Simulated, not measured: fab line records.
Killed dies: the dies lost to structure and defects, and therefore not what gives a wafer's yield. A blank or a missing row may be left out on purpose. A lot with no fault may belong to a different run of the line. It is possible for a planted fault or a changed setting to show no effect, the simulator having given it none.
Shared-tool check -- flow rit-cmos -- Lots sampled 14, wafers sampled 42

== THE REASON FOR OPENING IT ==
2 of 14 lots carry a flag on the reading FOX1_OXIDE_THK at RIT_FOX1_THK_MEAS_01. Wafers without a fault read 347 nm, standard deviation 7.1.
Rule: a lot is flagged when every wafer of it that has a number lies more than 4 standard deviations from that mean, or none has a number. The other lots count as sound.

lot,measured,on,"FOX1_OXIDE_THK (nm), wafer by wafer",flag
L566,day 1 18:37,film-metro-03,357 358 356,
L567,day 1 22:00,film-metro-02,349 349 347,
L568,day 2 03:49,film-metro-03,352 353 358,
L570,day 2 14:19,film-metro-03,350 347 348,
L571,day 2 18:59,film-metro-03,349 355 354,
L572,day 3 00:21,film-metro-02,351 352 354,
L573,day 3 04:48,film-metro-03,340 338 339,
L576,day 3 22:07,film-metro-03,342 349 349,
L577,day 4 00:56,film-metro-03,339 335 331,
L578,day 4 06:44,film-metro-03,337 342 339,
L586,day 5 22:48,film-metro-01,211 215 209,FLAGGED
L587,day 6 03:47,film-metro-01,207 210 205,FLAGGED
L588,day 6 08:56,film-metro-02,358 355 355,
L589,day 6 13:31,film-metro-03,344 353 349,
On average the flagged lots' numbers are 210 nm, which is -138 nm against the usual, or -19 standard deviations.

== EACH LOT AND THE TOOL IT RAN ON ==
The record keeps 1 process step preceding the reading, out of 202 steps on the route. Cell contents, in order: the tool; ch with the chambers the sampled wafers went through; the start.
lot,flag,RIT_FOX1_OXIDATION_00
L566,,"furnace-03 ch 0, day 1 17:18"
L567,,"furnace-03 ch 0, day 1 20:41"
L568,,"furnace-01 ch 0, day 2 02:31"
L570,,"furnace-04 ch 0, day 2 13:00"
L571,,"furnace-03 ch 0, day 2 17:40"
L572,,"furnace-03 ch 0, day 2 23:02"
L573,,"furnace-01 ch 0, day 3 03:29"
L576,,"furnace-04 ch 0, day 3 20:47"
L577,,"furnace-01 ch 0, day 3 23:37"
L578,,"furnace-04 ch 0, day 4 05:25"
L586,FLAGGED,"furnace-04 ch 0, day 5 21:29"
L587,FLAGGED,"furnace-04 ch 0, day 6 02:29"
L588,,"furnace-01 ch 0, day 6 07:36"
L589,,"furnace-03 ch 0, day 6 12:12"
What these steps do:
- RIT_FOX1_OXIDATION_00: target thk 350.7 nm, ox time 1130 s.
- RIT_FOX1_THK_MEAS_01

== FLAGGED OVER TOTAL, TOOL BY TOOL (the gauges that took the reading come last) ==
step,tool,lots run,flagged,share of the flagged lots,sound lots run after its first flagged lot
RIT_FOX1_OXIDATION_00,furnace-01,4,0,none,-
RIT_FOX1_OXIDATION_00,furnace-03,5,0,none,-
RIT_FOX1_OXIDATION_00,furnace-04,5,2,all,0
RIT_FOX1_THK_MEAS_01,film-metro-01,2,2,all,0
RIT_FOX1_THK_MEAS_01,film-metro-02,3,0,none,-
RIT_FOX1_THK_MEAS_01,film-metro-03,9,0,none,-

== WHAT IS ALLOWED BY THE TABLE ==
In 2 table rows, all flagged lots were run: furnace-04 (RIT_FOX1_OXIDATION_00), film-metro-01 (RIT_FOX1_THK_MEAS_01).
- furnace-04 at RIT_FOX1_OXIDATION_00 ran 5 lots, 2 of them flagged. Last sound lot L578 at day 4 05:25, first flagged lot L586 at day 5 21:29; a fault beginning in between fits.
- film-metro-01 at RIT_FOX1_THK_MEAS_01 ran 2 lots, 2 of them flagged. In this sample it ran no sound lot ahead of its first flagged lot, so there is no way to narrow down the start.
A lot count leaves these 2 tools indistinguishable: every one of them fits a fault beginning at some hour. More lots, or a look at what each step does to the wafer, might.

== WHAT HAD BEEN PUT IN BY THE SIMULATOR ==
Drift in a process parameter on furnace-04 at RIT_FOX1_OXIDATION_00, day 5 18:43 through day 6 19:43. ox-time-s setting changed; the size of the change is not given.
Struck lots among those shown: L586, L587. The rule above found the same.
